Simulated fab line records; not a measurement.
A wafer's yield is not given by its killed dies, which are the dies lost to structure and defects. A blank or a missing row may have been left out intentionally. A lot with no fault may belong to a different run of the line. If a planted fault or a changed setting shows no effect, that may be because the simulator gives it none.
Check for tools in common ; flow rit cmos ; Lots sampled 14, wafers sampled 42

## REASON IT WAS OPENED
Of 14 lots, 2 have the reading PRETRO_TW flagged at RIT_PRETRO_TW_MEAS_10. Fault-free wafers read 479, with a standard deviation of 4.2.
Rule: a lot gets a flag if all its wafers with a number sit over 4 standard deviations from that mean, or if no wafer of it has a number. The rest of the lots are taken to be sound.

lot;measured;on;PRETRO_TW, wafer by wafer;flag
L256;day 2 09:42;film metro-04;482 485 481;
L257;day 2 17:12;film metro-03;475 478 479;
L259;day 3 00:43;film metro-02;473 474 472;
L260;day 3 09:32;film metro-03;482 481 481;
L261;day 3 13:34;film metro-02;472 478 472;
L264;day 4 06:47;film metro-04;483 483 485;
L266;day 4 14:27;film metro-04;483 483 486;
L268;day 5 02:03;film metro-04;480 483 481;
L270;day 5 08:01;film metro-02;521 521 524;FLAGGED
L271;day 5 13:49;film metro-02;523 520 521;FLAGGED
L275;day 6 11:34;film metro-04;485 479 484;
L276;day 6 15:57;film metro-03;482 483 483;
L277;day 6 21:04;film metro-02;480 474 475;
L279;day 7 03:13;film metro-03;478 481 481;
The mean of the flagged lots' numbers is 522, +43 from the usual (+10 standard deviations).

## EACH LOT AND THE TOOL IT RAN ON
The record holds 1 process step before the reading, out of a route of 202 steps. Each cell gives the tool, then ch followed by the chambers the sampled wafers passed through, then the start.
lot;flag;RIT_PRETRO_IMPLANT_08
L256;;implanter-02 ch 0, day 2 09:23
L257;;implanter-01 ch 0, day 2 16:52
L259;;implanter-03 ch 0, day 3 00:25
L260;;implanter-02 ch 0, day 3 09:13
L261;;implanter-03 ch 0, day 3 13:15
L264;;implanter-02 ch 0, day 4 06:28
L266;;implanter-03 ch 0, day 4 14:07
L268;;implanter-02 ch 0, day 5 01:44
L270;FLAGGED;implanter-02 ch 0, day 5 07:42
L271;FLAGGED;implanter-02 ch 0, day 5 13:29
L275;;implanter-01 ch 0, day 6 11:14
L276;;implanter-01 ch 0, day 6 15:38
L277;;implanter-01 ch 0, day 6 20:44
L279;;implanter-03 ch 0, day 7 02:54
What is done by these steps:
- RIT_PRETRO_IMPLANT_08
- RIT_PRETRO_TW_MEAS_10

## FLAGGED OVER TOTAL, TOOL BY TOOL (the gauges that took the reading come last)
step;tool;lots run;flagged;share of the flagged lots;sound lots run after its first flagged lot
RIT_PRETRO_IMPLANT_08;implanter-01;4;0;none;-
RIT_PRETRO_IMPLANT_08;implanter-02;6;2;all;0
RIT_PRETRO_IMPLANT_08;implanter-03;4;0;none;-
RIT_PRETRO_TW_MEAS_10;film metro-02;5;2;all;1 (L277)
RIT_PRETRO_TW_MEAS_10;film metro-03;4;0;none;-
RIT_PRETRO_TW_MEAS_10;film metro-04;5;0;none;-

## WHAT THE TABLE ALLOWS
implanter-02 at RIT_PRETRO_IMPLANT_08 and film metro-02 at RIT_PRETRO_TW_MEAS_10 are the 2 rows of the table that ran each flagged lot.
- implanter-02 at RIT_PRETRO_IMPLANT_08: 2 of its 6 lots flagged. Last sound lot L268 at day 5 01:44, first flagged lot L270 at day 5 07:42; a fault beginning in between fits. Its own readings lie more than 4 standard deviations out on every wafer of the flagged lots: dose ions cm2, faraday current uA.
- film metro-02 at RIT_PRETRO_TW_MEAS_10: 2 of its 5 lots flagged. Sound lots followed the first flagged one (L277) on it, something a lasting fault affecting the whole tool could not allow.
One tool is left: implanter-02 at RIT_PRETRO_IMPLANT_08.

## WHAT WAS PUT IN BY THE SIMULATOR
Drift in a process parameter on implanter-02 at RIT_PRETRO_IMPLANT_08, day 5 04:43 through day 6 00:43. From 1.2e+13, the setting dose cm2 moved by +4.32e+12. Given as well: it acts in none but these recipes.
Shown lots that were struck: L270, L271. This agrees with what the rule above found.
